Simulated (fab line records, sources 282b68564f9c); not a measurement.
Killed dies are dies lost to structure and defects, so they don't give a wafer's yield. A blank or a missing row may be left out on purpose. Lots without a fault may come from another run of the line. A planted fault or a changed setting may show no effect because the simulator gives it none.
fab line records | flow rit_cmos
record lots=14 wafers=42 last_day=7
route steps=202 shown FOX1@21 PWELL@45 NWELL@51 NRETRO@56
lots that met no fault: from a run of the same line without faults
start_h: hours from the record's first day to the start of the lot's first wafer shown | wait_h: hours since the lot's step before | " the same as in the row above | L1.1+2: a row that stands for several wafers | - no value, or no start given | * or withheld: withheld | < > ~ a bound
route shown NAME@n: a module of which the file shows steps, and the number in the route of the first | usual: mean/standard deviation of fault-free wafers | same: alike in all rows | chamber/n: place in a boat | sites: the reading at each site | _std_site: their standard deviation | _edge_site: outer sites' mean less inner sites' | radius_mm: how far each site lies from the wafer's centre | mask NAME#n: copy n | behind: the tool/chamber that last shaped the wafer | hold: why the lot was held/for how many hours/how that ended | device: the transistor (n, p or np) that didn't switch | end of line: the same wafers' tests at the end of the route | a step without rows: its recipe alone | killed: dies lost to structure and defects at the first sort, not the wafer's yield | map: a wafer's dies, x killed, . not, _ none there
set.NAME: the setting as run; set.NAME@STEP: as run at that earlier step | model.NAME: the simulator's own value behind a step, which no gauge read
steps of the route over a sample of lots; a table a step, a row a wafer
services: from which hour (start_h, from the record's first day; less than 0 if before it) a tool's chamber was out of use, for how many hours, and why
## steps
# step RIT_FOX1_THK_MEAS_01
# recipe reads=SiO2_of_FOX1_OXIDATION_00
# usual FOX1_OXIDE_THK=349/8
# columns lot.wafer tool chamber start_h wait_h FOX1_OXIDE_THK[nm]
L683.4 film_metro-01 - 19.05 0.0 351
L683.5 " - " " 354
L683.6 " - " " 356
L684.2 film_metro-03 - 25.54 0.0 342
L684.5 " - " " 338
L684.6 " - " " 340
L685.1 film_metro-01 - 30.45 0.0 341
L685.2 " - " " 344
L685.4 " - " " 344
L686.3 film_metro-02 - 33.11 0.0 348
L686.4 " - " " 348
L686.6 " - " " 351
L687.1 film_metro-03 - 38.96 0.0 366
L687.4 " - " " 360
L687.5 " - " " 364
L689.2 film_metro-03 - 49.71 0.0 347
L689.3 " - " " 351
L689.5 " - " " 351
L690.1 film_metro-01 - 53.15 0.0 344
L690.2 " - " " 343
L690.5 " - " " 346
L696.1 film_metro-01 - 83.25 0.0 360
L696.4 " - " " 359
L696.5 " - " " 361
L697.3 film_metro-01 - 88.28 0.0 347
L697.4 " - " " 356
L697.5 " - " " 346
L698.2 film_metro-01 - 94.70 0.0 342
L698.3 " - " " 344
L698.4 " - " " 345
L699.1 film_metro-01 - 99.80 0.0 348
L699.2 " - " " 352
L699.6 " - " " 342
L700.1 film_metro-03 - 103.66 0.0 339
L700.2 " - " " 341
L700.5 " - " " 348
L701.2 film_metro-02 - 108.97 0.0 347
L701.4 " - " " 349
L701.6 " - " " 349
L706.1 film_metro-03 - 133.71 0.0 348
L706.3 " - " " 345
L706.4 " - " " 344
# step RIT_PWELL_OVL_MEAS_06
# usual PWELL_OVL=0.2/1.4
# columns lot.wafer tool chamber start_h wait_h PWELL_OVL[nm]
L683.4 overlay-01 - 24.93 - -1.5
L683.5 " - " " 0.6
L683.6 " - " " -1.0
L684.2 overlay-02 - 32.88 - -1.7
L684.5 " - " " -1.0
L684.6 " - " " -1.7
L685.1 overlay-02 - 36.80 - 0.1
L685.2 " - " " -0.1
L685.4 " - " " -0.1
L686.3 overlay-01 - 38.22 - -0.9
L686.4 " - " " 0.0
L686.6 " - " " -0.6
L687.1 overlay-01 - 45.92 - 2.6
L687.4 " - " " 1.8
L687.5 " - " " 2.2
L689.2 overlay-01 - 54.81 - -0.3
L689.3 " - " " -1.4
L689.5 " - " " -1.5
L690.1 overlay-01 - 58.20 - 0.9
L690.2 " - " " 0.0
L690.5 " - " " 1.6
L696.1 overlay-02 - 88.60 - -0.8
L696.4 " - " " 0.3
L696.5 " - " " -0.6
L697.3 overlay-01 - 93.26 - 2.0
L697.4 " - " " 2.9
L697.5 " - " " 2.9
L698.2 overlay-01 - 100.46 - 0.7
L698.3 " - " " -1.2
L698.4 " - " " -1.1
L699.1 overlay-01 - 105.06 - -1.2
L699.2 " - " " -0.5
L699.6 " - " " -0.4
L700.1 overlay-02 - 108.76 - 1.0
L700.2 " - " " 2.7
L700.5 " - " " -0.4
L701.2 overlay-02 - 114.58 - 1.6
L701.4 " - " " 0.3
L701.6 " - " " 1.5
L706.1 overlay-01 - 138.57 - 0.2
L706.3 " - " " 1.5
L706.4 " - " " 1.4
# step RIT_WELLDRIVE_RS_MEAS_01
# recipe thk_meas_gauge=four-point-probe
# usual NWELL_RS=275.2/0.63
# columns lot.wafer tool chamber start_h wait_h NWELL_RS[ohm/sq]
L683.4 film_metro-04 - 31.75 0.1 275.1
L683.5 " - " " 275.7
L683.6 " - " " 275.8
L684.2 film_metro-04 - 38.65 0.0 275.1
L684.5 " - " " 274.6
L684.6 " - " " 274.6
L685.1 film_metro-04 - 43.71 0.0 275.8
L685.2 " - " " 274.2
L685.4 " - " " 275.4
L686.3 film_metro-01 - 44.33 0.0 276.1
L686.4 " - " " 275.9
L686.6 " - " " 275.8
L687.1 film_metro-02 - 51.84 0.0 275.5
L687.4 " - " " 274.8
L687.5 " - " " 274.6
L689.2 film_metro-01 - 62.30 0.0 274.4
L689.3 " - " " 273.9
L689.5 " - " " 275.0
L690.1 film_metro-01 - 64.15 0.0 274.5
L690.2 " - " " 275.2
L690.5 " - " " 274.4
L696.1 film_metro-01 - 95.05 0.0 274.7
L696.4 " - " " 274.7
L696.5 " - " " 275.5
L697.3 film_metro-02 - 100.17 0.0 275.1
L697.4 " - " " 275.5
L697.5 " - " " 275.1
L698.2 film_metro-04 - 106.80 0.0 273.5
L698.3 " - " " 273.6
L698.4 " - " " 274.7
L699.1 film_metro-01 - 111.87 0.0 275.3
L699.2 " - " " 275.5
L699.6 " - " " 275.6
L700.1 film_metro-02 - 114.52 0.0 274.9
L700.2 " - " " 275.5
L700.5 " - " " 275.9
L701.2 film_metro-04 - 120.92 0.0 275.4
L701.4 " - " " 275.1
L701.6 " - " " 275.8
L706.1 film_metro-04 - 145.80 0.0 274.9
L706.3 " - " " 274.0
L706.4 " - " " 274.3
# step RIT_NRETRO_EXPOSE_03
# recipe mask_id=M4 na=0.57 target_cd_nm=43900 dose_mj=250
# usual exposure_dose_mJ_cm2=250.01/0.24 focus_offset_nm=0.0/0.53 na=0.57/0
# columns lot.wafer tool chamber start_h wait_h mask exposure_dose_mJ_cm2 focus_offset_nm na
L683.4 iline_stepper-01 0 32.44 0.1 M4#0 249.96 -0.1 0.57
L683.5 " 0 " " M4#0 249.97 0.5 0.57
L683.6 " 0 " " M4#0 250.31 0.5 0.57
L684.2 iline_stepper-02 0 39.46 0.2 M4#0 250.16 0.5 0.57
L684.5 " 0 " " M4#0 250.19 0.1 0.57
L684.6 " 0 " " M4#0 249.98 -0.3 0.57
L685.1 iline_stepper-01 0 44.52 0.2 M4#0 250.26 -0.3 0.57
L685.2 " 0 " " M4#0 250.65 -0.5 0.57
L685.4 " 0 " " M4#0 250.16 -0.2 0.57
L686.3 iline_stepper-01 0 45.04 0.1 M4#0 249.89 0.4 0.57
L686.4 " 0 " " M4#0 250.22 1.1 0.57
L686.6 " 0 " " M4#0 250.02 0.6 0.57
L687.1 iline_stepper-02 0 52.71 0.2 M4#0 250.07 0.1 0.57
L687.4 " 0 " " M4#0 250.43 1.1 0.57
L687.5 " 0 " " M4#0 249.57 0.3 0.57
L689.2 iline_stepper-02 0 63.11 0.2 M4#0 250.36 0.5 0.57
L689.3 " 0 " " M4#0 250.13 -0.1 0.57
L689.5 " 0 " " M4#0 249.91 0.2 0.57
L690.1 iline_stepper-01 0 65.08 0.4 M4#0 250.03 0.5 0.57
L690.2 " 0 " " M4#0 250.31 -0.8 0.57
L690.5 " 0 " " M4#0 250.30 0.4 0.57
L696.1 iline_stepper-01 0 95.87 0.2 M4#0 250.06 0.6 0.57
L696.4 " 0 " " M4#0 249.83 0.1 0.57
L696.5 " 0 " " M4#0 249.75 -0.1 0.57
L697.3 iline_stepper-01 - 100.86 0.1 M4#0 - - -
L697.4 " - " " M4#0 - - -
L697.5 " - " " M4#0 - - -
L698.2 iline_stepper-01 - 107.49 0.1 M4#0 - - -
L698.3 " - " " M4#0 - - -
L698.4 " - " " M4#0 - - -
L699.1 iline_stepper-02 0 112.68 0.2 M4#0 250.35 0.0 0.57
L699.2 " 0 " " M4#0 250.14 0.2 0.57
L699.6 " 0 " " M4#0 250.08 0.0 0.57
L700.1 iline_stepper-01 0 115.33 0.2 M4#0 249.71 0.2 0.57
L700.2 " 0 " " M4#0 249.82 -0.2 0.57
L700.5 " 0 " " M4#0 249.85 0.7 0.57
L701.2 iline_stepper-01 0 121.61 0.1 M4#0 250.12 0.0 0.57
L701.4 " 0 " " M4#0 250.35 -0.6 0.57
L701.6 " 0 " " M4#0 250.29 -1.0 0.57
L706.1 iline_stepper-02 0 146.62 0.2 M4#0 249.98 -0.9 0.57
L706.3 " 0 " " M4#0 250.14 -0.2 0.57
L706.4 " 0 " " M4#0 249.83 -0.3 0.57
## services
# columns tool chamber start_h hours kind
iline_stepper-02 - 43.19 4.4 pm
iline_stepper-02 0 70.03 - calibration
iline_stepper-02 - 72.64 1.7 pm
iline_stepper-01 0 104.89 - calibration
iline_stepper-01 - 135.43 2.4 repair
iline_stepper-01 - 137.80 1.7 pm
## key
first_sign step=RIT_NRETRO_EXPOSE_03 reading=tool_record direction=missing
effect none on later readings
met_at RIT_NRETRO_EXPOSE_03
struck_lots L697,L698
sort_left_out L697.3,L697.4,L697.5,L698.2,L698.3,L698.4
tester_left_out L697,L698
not_acting_at RIT_FOX1_THK_MEAS_01,RIT_PWELL_OVL_MEAS_06,RIT_WELLDRIVE_RS_MEAS_01
onset_between 95.87 100.86
fault kind=skipped_step_whole tool=iline_stepper-01 chamber=- onset_h=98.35 steps=RIT_NRETRO_EXPOSE_03 scope=struck_lots_only
# tester_left_out: of these lots the tester's yield and bins aren't shown, on N5 and GAA mostly nor the transistor test; their killed dies are dies lost to structure and defects alone, not to doping, threshold or leakage, so they don't give the yield
# sort_left_out: the simulated sort isn't trusted on such a fault, so these wafers' sort isn't shown, and their yield isn't known
